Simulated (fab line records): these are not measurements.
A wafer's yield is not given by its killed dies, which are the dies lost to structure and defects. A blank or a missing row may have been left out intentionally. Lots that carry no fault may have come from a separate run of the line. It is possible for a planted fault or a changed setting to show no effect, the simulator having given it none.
Which tool is to blame?    flow rit cmos    Sampling: 7 lots, 21 wafers, 2 of 202 route steps

## WHAT THE GAUGES SHOWED, per wafer
RIT_CONTACT_OVL_MEAS_09.
lot   measured     on          CONTACT_OVL (nm)
L697  day 3 08:55  overlay-02  1.3 1.3 3.0
L701  day 4 05:25  overlay-02  1.1 -2.1 0.7
L703  day 4 14:16  overlay-01  0.0 1.0 0.4
L705  day 5 02:18  overlay-02  2.5 1.7 0.1
L707  day 5 10:38  overlay-02  -0.2 2.3 2.4
L715  day 7 02:23  overlay-02  129.0 129.5 128.9 129.7 129.9 129.0
L717  day 7 13:18  overlay-02  128.4 130.7 127.8 129.1 130.9 128.6

## TOOL THAT RAN EACH LOT (tool first, then ch and the chambers of the sampled wafers, then the start)
lot   RIT_CONTACT_EXPOSE_05
L697  iline stepper-01 ch 0, day 3 08:19
L701  iline stepper-02 ch 0, day 4 04:47
L703  iline stepper-02 ch 0, day 4 13:37
L705  iline stepper-01 ch 0, day 5 01:43
L707  iline stepper-01 ch 0, day 5 10:01
L715  iline stepper-02 ch 0, day 7 01:47
L717  iline stepper-02 ch 0, day 7 12:40
- RIT_CONTACT_EXPOSE_05: exposes mask M11, target cd 1000 nm.

## THE ANSWER, worked out from the rows above alone
Rule: usual is defined by the lots themselves. The widest of any qualifying gaps counts: lots, ordered by their means at a reading, are off when they make up no more than a third of the lots, leave a main group of 4 or more, and stand apart from it by 3 or more times the standard deviation of that group's means. A main group is skipped when, at the precision printed for the reading in the tables above, its means are all equal. Also off: a lot with no number at a reading for which 4 or more lots have one. Any other lot the step has rows for is counted as sound.
Off: at RIT_CONTACT_OVL_MEAS_09 (CONTACT_OVL), L715, L717. Main group: mean 1.0 nm, sd 0.73.
A tool fits if, at a process step before that reading, it ran every lot that is off, and no sound lot after the first of them. Gauges at RIT_CONTACT_OVL_MEAS_09: tried the same way as those tools. This does not decide it: 2 tools fit, namely iline stepper-02 at RIT_CONTACT_EXPOSE_05 and overlay-02 at RIT_CONTACT_OVL_MEAS_09.

## WHAT WAS PUT IN BY THE SIMULATOR
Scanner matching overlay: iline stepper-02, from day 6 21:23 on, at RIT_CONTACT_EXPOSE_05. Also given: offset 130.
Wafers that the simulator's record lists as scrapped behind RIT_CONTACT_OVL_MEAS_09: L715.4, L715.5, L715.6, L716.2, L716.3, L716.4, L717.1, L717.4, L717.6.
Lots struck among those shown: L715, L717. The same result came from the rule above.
